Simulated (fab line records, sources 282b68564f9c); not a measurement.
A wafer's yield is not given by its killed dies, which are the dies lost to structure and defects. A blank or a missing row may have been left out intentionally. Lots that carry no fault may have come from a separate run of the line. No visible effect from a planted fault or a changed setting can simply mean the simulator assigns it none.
A single fault, viewed from 2 desks / flow rit cmos / every desk sees just its own numbers, and what lay behind them comes last

== AT THE METROLOGY DESK ==
What the gauges read for every lot (on any tool): the sampled wafers with a number, averaged. A lot is out of limits, marked OUT, if its mean lies more than 4 standard deviations from the usual mean; the brackets give that distance.
Columns: A = CONTACT_TEOS_THK at RIT_CONTACT_THK_MEAS_01, usual 400 nm
lot=L400; first seen here=day 3 19:28; A=403
lot=L402; first seen here=day 4 01:05; A=401
lot=L401; first seen here=day 4 01:29; A=399
lot=L403; first seen here=day 4 07:05; A=400
lot=L404; first seen here=day 4 10:20; A=396
lot=L405; first seen here=day 4 17:46; A=399
lot=L406; first seen here=day 4 19:52; A=404
lot=L408; first seen here=day 4 23:45; A=399
lot=L411; first seen here=day 5 16:02; A=415
lot=L414; first seen here=day 6 02:20; A=410
lot=L415; first seen here=day 6 07:14; A=401
lot=L418; first seen here=day 6 22:22; A=400
lot=L419; first seen here=day 7 02:08; A=399
lot=L422; first seen here=day 7 22:10; A=399
This desk's finding: nothing out of limits on any of the 14 lots.

== TOOL OWNER'S DESK, pecvd-01 ==
The tool's own readings at RIT_CONTACT_CVD_00 (deposits SiO2 from TEOS, target thk 400 nm, time 61 s): means of the sampled wafers that have a number, for each lot that ran on this tool. A lot is out of limits, marked OUT, if its mean lies more than 4 standard deviations from the usual mean; the brackets give that distance.
Columns: A = heater power w at RIT_CONTACT_CVD_00, usual 346 W; B = rf fwd power W at RIT_CONTACT_CVD_00, usual 396.5 W
lot=L401; first seen here=day 4 01:25; A=357; B=395.5
lot=L405; first seen here=day 4 17:41; A=390; B=397.7
lot=L411; first seen here=day 5 15:58; A=364; B=450.1 (+32) OUT
lot=L414; first seen here=day 6 02:16; A=333; B=450.1 (+32) OUT
This desk's verdict: out of limits on L411, L414, starting with L411 at day 5 15:58 (rf fwd power W at RIT_CONTACT_CVD_00). L401, L405 stayed within limits.

== BROUGHT TOGETHER ==
The tool owner's desk had the chance to raise an alarm at day 5 15:58 on L411, L414.
From the metrology desk's view, nothing was out of limits.
The metrology desk holds a record of L411, L414, inside its limits.
RIT_CONTACT_CVD_00 was run on pecvd-01 by each of the lots named.

== WHAT THE SIMULATOR HAD PUT IN ==
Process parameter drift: pecvd-01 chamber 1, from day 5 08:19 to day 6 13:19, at RIT_CONTACT_CVD_00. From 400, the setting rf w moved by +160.
Shown lots that were struck: L411, L414.
Each desk's first reading out of limits, in hours after the fault started: the tool owner's desk, 8.
